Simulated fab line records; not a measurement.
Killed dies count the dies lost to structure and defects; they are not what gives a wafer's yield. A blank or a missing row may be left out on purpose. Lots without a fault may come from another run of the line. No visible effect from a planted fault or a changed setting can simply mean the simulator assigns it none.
Lot-split experiment | flow berkeley-cmos170 | on a route of 331 steps: 5 lots, 23 wafers read

## SPLIT DETAILS
At UCB170_NVT_IMPLANT_07, the setting dose-cm2 was moved away from the recipe's 3e+12 on 8 of the 23 wafers read, by -5.8% to +6.5%. All remaining wafers had this setting at the recipe value.

## THE PATH FROM SPLIT TO READING: the file shows 1 step between them
- UCB170_NVT_STRIP_08: strips in O2

## THE READING
NVT_TW, at UCB170_NVT_TW_MEAS_09. Typical for fault-free wafers on this fab line: 526, with standard deviation 5.

wafer  | tool, chamber at the split | dose-cm2 as run | against the recipe | NVT_TW | against lot-mates on the recipe
L074.1 | implanter-03, 0            | 3e+12           | recipe             | 530    | -
L074.2 | implanter-03, 0            | 3e+12           | recipe             | 528    | -
L074.4 | implanter-03, 0            | 3e+12           | recipe             | 529    | -
L074.5 | implanter-03, 0            | 3e+12           | recipe             | 528    | -
L074.6 | implanter-03, 0            | 3e+12           | recipe             | 529    | -
L075.1 | implanter-01, 0            | 3e+12           | recipe             | 517    | -
L075.3 | implanter-01, 0            | 3e+12           | recipe             | 517    | -
L075.6 | implanter-01, 0            | 3e+12           | recipe             | 519    | -
L079.1 | implanter-03, 0            | 3.075e+12       | +2.5%              | 529    | +4
L079.2 | implanter-03, 0            | 3.075e+12       | +2.5%              | 528    | +3
L079.4 | implanter-03, 0            | 3.075e+12       | +2.5%              | 529    | +4
L079.5 | implanter-03, 0            | 3e+12           | recipe             | 525    | -
L079.6 | implanter-03, 0            | 3e+12           | recipe             | 525    | -
L078.1 | implanter-02, 0            | 3e+12           | recipe             | 520    | -
L078.3 | implanter-02, 0            | 3.194e+12       | +6.5%              | 527    | +6
L078.4 | implanter-02, 0            | 3.194e+12       | +6.5%              | 532    | +12
L078.5 | implanter-02, 0            | 3e+12           | recipe             | 521    | -
L078.6 | implanter-02, 0            | 3.194e+12       | +6.5%              | 526    | +6
L081.2 | implanter-01, 0            | 3e+12           | recipe             | 531    | -
L081.3 | implanter-01, 0            | 3e+12           | recipe             | 527    | -
L081.4 | implanter-01, 0            | 2.827e+12       | -5.8%              | 519    | -12
L081.5 | implanter-01, 0            | 2.827e+12       | -5.8%              | 521    | -10
L081.6 | implanter-01, 0            | 3e+12           | recipe             | 534    | -

THE FIT
A straight line over all 23 wafers: NVT_TW changes by +0.694 for each +1% of dose-cm2; r = +0.42; the points scatter about the line by 4.6.
The same after taking each lot's own level away (the mean of its wafers on the recipe; 23 wafers): +1.47 for each +1%; r = +0.93; scatter 1.8.
According to that fit, moving dose-cm2 by its largest amount changes the reading by 9.5.
Measured against the standard deviation above, the lots' own levels, which go from 517.7 to 530.7, span 2.6 times it.
So the lot-to-lot level blurs the effect unless lot-mates are compared.
Check: for one of the wafers moved furthest among these (+6.5%), held out of the fit, the line's prediction against its lot-mates is +9.76. It came out at +6.5 against them.

## OTHER SPLITS APPLIED TO THESE WAFERS
Before the reading, these wafers also passed through other splits. Each is held against what the fit with the lots' levels taken away leaves over:
other split on the same wafers      | wafers away from the commonest value | r with NVT_TW (lot level and that fit taken away)
UCB170_START_OXIDATION_02 ox-time-s | 15                                   | +0.11
UCB170_NWELL_CVD_04 pressure-mtorr  | 18                                   | +0.03
UCB170_NWELL_IMPLANT_14 energy-kev  | 11                                   | +0.20
UCB170_PWELL_IMPLANT_15 dose-cm2    | 10                                   | -0.18
UCB170_ACTIVE_CVD_05 temp-c         | 15                                   | -0.04
UCB170_PFIELD_IMPLANT_07 dose-cm2   | 8                                    | +0.01
UCB170_SACOX_OXIDATION_01 ox-time-s | 15                                   | -0.01

## THE FILE'S OWN FIT
NVT_TW changes by +1.56 for each +1% of dose-cm2, r = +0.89.
